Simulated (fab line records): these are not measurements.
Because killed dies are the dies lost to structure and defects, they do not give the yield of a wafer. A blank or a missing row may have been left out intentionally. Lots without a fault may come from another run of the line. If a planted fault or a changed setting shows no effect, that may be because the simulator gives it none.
Chamber matching | flow berkeley_cmos170 | UCB170_V1_CMP_02 on cmp-02: 4 sister chambers
The step polishes SiO2. 4 wafers are shown with their chamber, then 9 later ones without.

## EACH WAFER AND ITS CHAMBER
wafer  | chamber | motor_current_A (A)
L700.5 | 0       | 14.1
L707.1 | 1       | 14.0
L707.2 | 3       | 17.2
L707.6 | 2       | 16.4

## WAFERS MISSING THEIR CHAMBER
wafer  | motor_current_A (A)
L712.1 | 15.5
L712.2 | 13.8
L712.6 | 17.5
L713.1 | 16.4
L713.5 | 15.3
L713.6 | 17.7
L715.2 | 13.8
L715.4 | 17.0
L715.6 | 14.8

## THE CHAMBER EACH PASSED THROUGH
wafer  | from the rows above               | in truth
L712.1 | can't be placed: 2 or 0 or 1 or 3 | 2
L712.2 | can't be placed: 1 or 0           | 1
L712.6 | can't be placed: 3 or 2           | 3
L713.1 | can't be placed: 2 or 3           | 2
L713.5 | can't be placed: 2 or 0 or 1 or 3 | 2
L713.6 | can't be placed: 3 or 2           | 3
L715.2 | can't be placed: 1 or 0           | 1
L715.4 | can't be placed: 3 or 2           | 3
L715.6 | can't be placed: 0 or 1 or 2      | 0
Correct placement for 0 of the 9. Can't be placed from these rows: 9 (the true chamber is among the candidates in 9). Wrongly placed: 0.
How it was worked out, from the rows above alone: a wafer's distance from a chamber is the root of the sum, over the readings, of the square of ((its reading less the chamber's mean) divided by the reading's scatter). The wafer belongs to the nearest chamber; if the next one is less than 2 further off, it can't be placed. A chamber's mean is the mean of its shown wafers. The scatter: with one shown wafer a chamber, the root of the mean of the squares of how far each hidden wafer lies from its nearest shown one.
